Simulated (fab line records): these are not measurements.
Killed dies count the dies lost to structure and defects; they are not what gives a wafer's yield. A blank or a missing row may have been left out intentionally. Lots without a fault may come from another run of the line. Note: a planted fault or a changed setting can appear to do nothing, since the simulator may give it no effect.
Which of the tools did it? | flow ritCmos | Sampling: 14 lots, 42 wafers, 3 of 202 route steps

WHAT THE GAUGES READ, wafer by wafer
RIT_NWELL_TW_MEAS_10. Usual: NWELL_TW gives 2119 (standard deviation 16).
lot  | measured    | on           | NWELL_TW       | flag
L761 | day 2 01:11 | filmMetro-03 | 2091 2100 2097 | 
L762 | day 2 04:46 | filmMetro-04 | 2127 2141 2141 | 
L763 | day 2 08:25 | filmMetro-03 | 2100 2107 2106 | 
L764 | day 2 12:15 | filmMetro-03 | 2100 2112 2106 | 
L765 | day 2 18:22 | filmMetro-03 | 2101 2099 2109 | 
L766 | day 2 22:02 | filmMetro-03 | 2108 2101 2097 | 
L767 | day 3 04:17 | filmMetro-04 | 2133 2117 2134 | 
L768 | day 3 07:44 | filmMetro-02 | 2112 2118 2114 | 
L769 | day 3 13:45 | filmMetro-02 | 2105 2116 2115 | 
L770 | day 3 18:53 | filmMetro-02 | 2123 2110 2113 | 
L776 | day 5 00:29 | filmMetro-03 | 2107 2114 2111 | 
L777 | day 5 05:48 | filmMetro-02 | 1869 1869 1867 | OFF
L778 | day 5 09:46 | filmMetro-04 | 1886 1892 1887 | OFF
L783 | day 6 11:49 | filmMetro-04 | 2144 2136 2140 | 

RIT_WELLDRIVE_RS_MEAS_01: measurement is done with a four-point probe. Usual: NWELL_RS gives 275.2 ohm/sq (standard deviation 0.68).
lot  | measured    | on           | NWELL_RS (ohm/sq) | flag
L761 | day 2 08:35 | filmMetro-02 | 276.9 276.4 276.1 | 
L762 | day 2 13:13 | filmMetro-03 | 274.8 275.0 274.8 | 
L763 | day 2 15:17 | filmMetro-02 | 276.2 275.1 275.6 | 
L764 | day 2 19:23 | filmMetro-03 | 275.0 275.2 275.0 | 
L765 | day 3 01:04 | filmMetro-02 | 274.9 275.5 274.4 | 
L766 | day 3 06:10 | filmMetro-04 | 274.4 275.3 275.4 | 
L767 | day 3 11:08 | filmMetro-02 | 275.4 275.5 276.2 | 
L768 | day 3 14:26 | filmMetro-04 | 274.4 273.7 274.1 | 
L769 | day 3 20:34 | filmMetro-02 | 274.8 274.6 274.2 | 
L770 | day 4 01:42 | filmMetro-04 | 275.2 275.7 275.9 | 
L776 | day 5 08:15 | filmMetro-04 | 273.7 273.6 274.7 | 
L777 | day 5 12:37 | filmMetro-02 | 349.9 350.6 349.5 | OFF
L778 | day 5 16:36 | filmMetro-03 | 348.8 350.3 350.0 | OFF
L783 | day 6 18:32 | filmMetro-02 | 275.3 275.3 274.9 | 

EACH LOT AND THE TOOL THAT RAN IT (in order: tool; ch and the chambers of the sampled wafers; start)
lot  | RIT_NWELL_IMPLANT_08
L761 | implanter-04 ch 0, day 2 00:52
L762 | implanter-01 ch 0, day 2 04:28
L763 | implanter-04 ch 0, day 2 08:05
L764 | implanter-04 ch 0, day 2 11:56
L765 | implanter-04 ch 0, day 2 18:03
L766 | implanter-03 ch 0, day 2 21:44
L767 | implanter-01 ch 0, day 3 03:59
L768 | implanter-03 ch 0, day 3 07:25
L769 | implanter-01 ch 0, day 3 13:26
L770 | implanter-03 ch 0, day 3 18:34
L776 | implanter-04 ch 0, day 5 00:09
L777 | implanter-04 ch 0, day 5 05:29
L778 | implanter-04 ch 0, day 5 09:28
L783 | implanter-01 ch 0, day 6 11:31
- RIT_NWELL_IMPLANT_08

WHAT THE TOOLS THEMSELVES READ (means of the sampled wafers that have a number; where no wafer has one, the mark that the record gives instead)
RIT_NWELL_IMPLANT_08. Usual: doseIonsCm2 4.999e+13, standard deviation 5.8e+10; faradayCurrentUA 159, standard deviation 3.2.
lot  | tool         | doseIonsCm2 | faradayCurrentUA | flag
L761 | implanter-04 | 5.003e+13   | 158              | 
L762 | implanter-01 | 5.003e+13   | 160              | 
L763 | implanter-04 | 4.996e+13   | 157              | 
L764 | implanter-04 | 5.006e+13   | 157              | 
L765 | implanter-04 | 4.997e+13   | 164              | 
L766 | implanter-03 | 4.996e+13   | 159              | 
L767 | implanter-01 | 5.000e+13   | 159              | 
L768 | implanter-03 | 5.008e+13   | 158              | 
L769 | implanter-01 | 4.999e+13   | 158              | 
L770 | implanter-03 | 4.992e+13   | 160              | 
L776 | implanter-04 | 5.003e+13   | 155              | 
L777 | implanter-04 | 3.396e+13   | 109              | OFF
L778 | implanter-04 | 3.387e+13   | 107              | OFF
L783 | implanter-01 | 4.997e+13   | 159              | 

THE ANSWER, worked out from the rows above alone
Rule: a lot is off if the mean of its wafers that have a number lies more than 3 standard deviations from the usual mean. Also off: a lot with no number at a reading for which 4 or more lots have one. The other lots that the step has rows for count as sound. First the gauges in route order, then the tools' own readings, where a lot's mean is used as printed above. The first step at which some lot is off is used, and at that step the reading that is off furthest; a lot without a number counts as furthest.
Off: at RIT_NWELL_TW_MEAS_10 (NWELL_TW), L777, L778.
A tool fits if, at a process step before that reading, it ran every lot that is off, and no sound lot after the first of them. The gauges at RIT_NWELL_TW_MEAS_10 aren't tried: what is off there is off at RIT_NWELL_IMPLANT_08 too, on other tools, and a gauge's error can't cause that. One candidate fits, namely implanter-04 at RIT_NWELL_IMPLANT_08. Its last sound lot is L776 (day 5 00:09), its first lot that is off L777 (day 5 05:29): a fault that began between those two fits.
The tool's own readings at RIT_NWELL_IMPLANT_08 bear it out: on the lots that are off they differ by more than 5 times the standard deviation of the sound lots' means. doseIonsCm2 reads 3.392e+13 there against 5.000e+13 on the sound lots; faradayCurrentUA reads 108 there against 159 on the sound lots.

WHAT HAD BEEN PUT IN BY THE SIMULATOR
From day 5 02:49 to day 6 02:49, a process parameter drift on implanter-04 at RIT_NWELL_IMPLANT_08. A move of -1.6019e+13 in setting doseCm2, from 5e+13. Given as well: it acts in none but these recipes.
Shown lots that were struck: L777, L778. This agrees with what the rule above found.
